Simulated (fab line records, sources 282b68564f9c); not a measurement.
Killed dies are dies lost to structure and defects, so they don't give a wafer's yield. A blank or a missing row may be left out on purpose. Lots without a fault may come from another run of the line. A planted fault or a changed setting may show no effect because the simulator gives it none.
A struck lot beside a sound one | flow rit_cmos | 22 steps out of a route of 202
Sound: wafers L719.4, L719.5, L719.6. Struck: wafers L728.1, L728.4, L728.6. The cause comes at the end.
At each step with rows: each side's tool, then ch and its chambers, then its first start. Under that, the readings that differ: sound wafers | struck wafers | difference of the means | sigmas: that difference in standard deviations of wafers without a fault.
alike: readings whose means differ by less than 2 such deviations, and words and numbers that are the same on both sides. not compared: withheld readings, readings that some wafer has no value for, bounds like >300 that may hide the same value, and numbers for which the record gives no deviation and whose values overlap.
The two part at a step that has a row with sigmas, a row that says differs or no value, or rows on one side only. Numbers that don't overlap but have no deviation are shown without sigmas and don't part them. A reading that every wafer of one side lacks parts them only if that side has two wafers or more.

first, 2 steps without rows for these wafers: RIT_NSD_HARDBAKE_07 (time 60 s); RIT_NSD_IMPLANT_08.
RIT_NSD_STRIP_09: strips in O2, time 180 s.
  sound on plasma_asher-01 ch 0,1, day 3 22:56; struck on plasma_asher-02 ch 0,1, day 5 16:11
  alike: drypump_motor_current_A
  not compared: rf_hours_counter_h
RIT_NSD_TW_MEAS_10:
  sound on film_metro-01, day 3 23:05; struck on film_metro-03, day 5 16:22
  reading | sound          | struck         | difference | sigmas
  NSD_TW  | 3152 3132 3157 | 3097 3096 3106 | -47        | -2
then, 6 steps without rows for these wafers: RIT_PSD_HMDS_00 (prime time 60 s); RIT_PSD_COAT_01 (resist thk 1000 nm); RIT_PSD_SOFTBAKE_02 (time 60 s); RIT_PSD_EXPOSE_03 (exposes mask M10, target cd 40900 nm); RIT_PSD_PEB_04; RIT_PSD_DEVELOP_05 (develop time 50 s).
RIT_PSD_OVL_MEAS_06:
  sound on overlay-01, day 4 00:07; struck on overlay-02, day 5 17:23
  alike: PSD_OVL
then, 1 step without rows for these wafers: RIT_PSD_HARDBAKE_07 (time 60 s).
RIT_PSD_IMPLANT_08:
  sound on implanter-03 ch 0, day 4 00:21; struck on implanter-02 ch 0, day 5 17:35
  reading            | sound             | struck             | difference | sigmas
  tilt_deg (degrees) | 7.024 6.980 6.984 | 0.001 0.017 -0.014 | -6.995     | -99 or more
RIT_PSD_STRIP_09: strips in O2, time 180 s.
  sound on plasma_asher-01 ch 0,1, day 4 00:29; struck on plasma_asher-03 ch 0,1, day 5 17:44
  alike: drypump_motor_current_A
  not compared: rf_hours_counter_h
RIT_PSD_TW_MEAS_10:
  sound on film_metro-04, day 4 00:38; struck on film_metro-03, day 5 17:54
  reading | sound          | struck         | difference | sigmas
  PSD_TW  | 3434 3443 3421 | 3312 3299 3294 | -131       | -5
then, 3 steps without rows for these wafers: RIT_SDANNEAL_CLEAN_00 (cleans in SC1, time 600 s); RIT_SDANNEAL_CLEAN_01 (cleans in dHF, time 30 s); RIT_SDANNEAL_CLEAN_02 (cleans in SC2, time 600 s).
RIT_SDANNEAL_RTA_03: time 5 s.
  sound on rtp_anneal-01 ch 0, day 4 01:05; struck on rtp_anneal-02 ch 0, day 5 18:21
  alike: wafer_temp_C_max
RIT_SDANNEAL_RS_MEAS_04: measures by four-point-probe.
  sound on film_metro-01, day 4 01:10; struck on film_metro-01, day 5 18:25
  reading         | sound             | struck            | difference | sigmas
  PSD_RS (ohm/sq) | 116.1 116.3 116.1 | 124.5 124.4 124.7 | +8.4       | +26
RIT_SDANNEAL_RS_MEAS_05: measures by four-point-probe.
  sound on film_metro-01, day 4 01:17; struck on film_metro-01, day 5 18:32
  alike: NSD_RS
RIT_M1_PROBE_99:
  the record has rows for the struck wafers here (prober-02, day 6 02:20) and none for the sound ones

WHERE THEY PART
First at RIT_NSD_TW_MEAS_10; last, within this record, at RIT_M1_PROBE_99.

WHY: what the simulator had put in
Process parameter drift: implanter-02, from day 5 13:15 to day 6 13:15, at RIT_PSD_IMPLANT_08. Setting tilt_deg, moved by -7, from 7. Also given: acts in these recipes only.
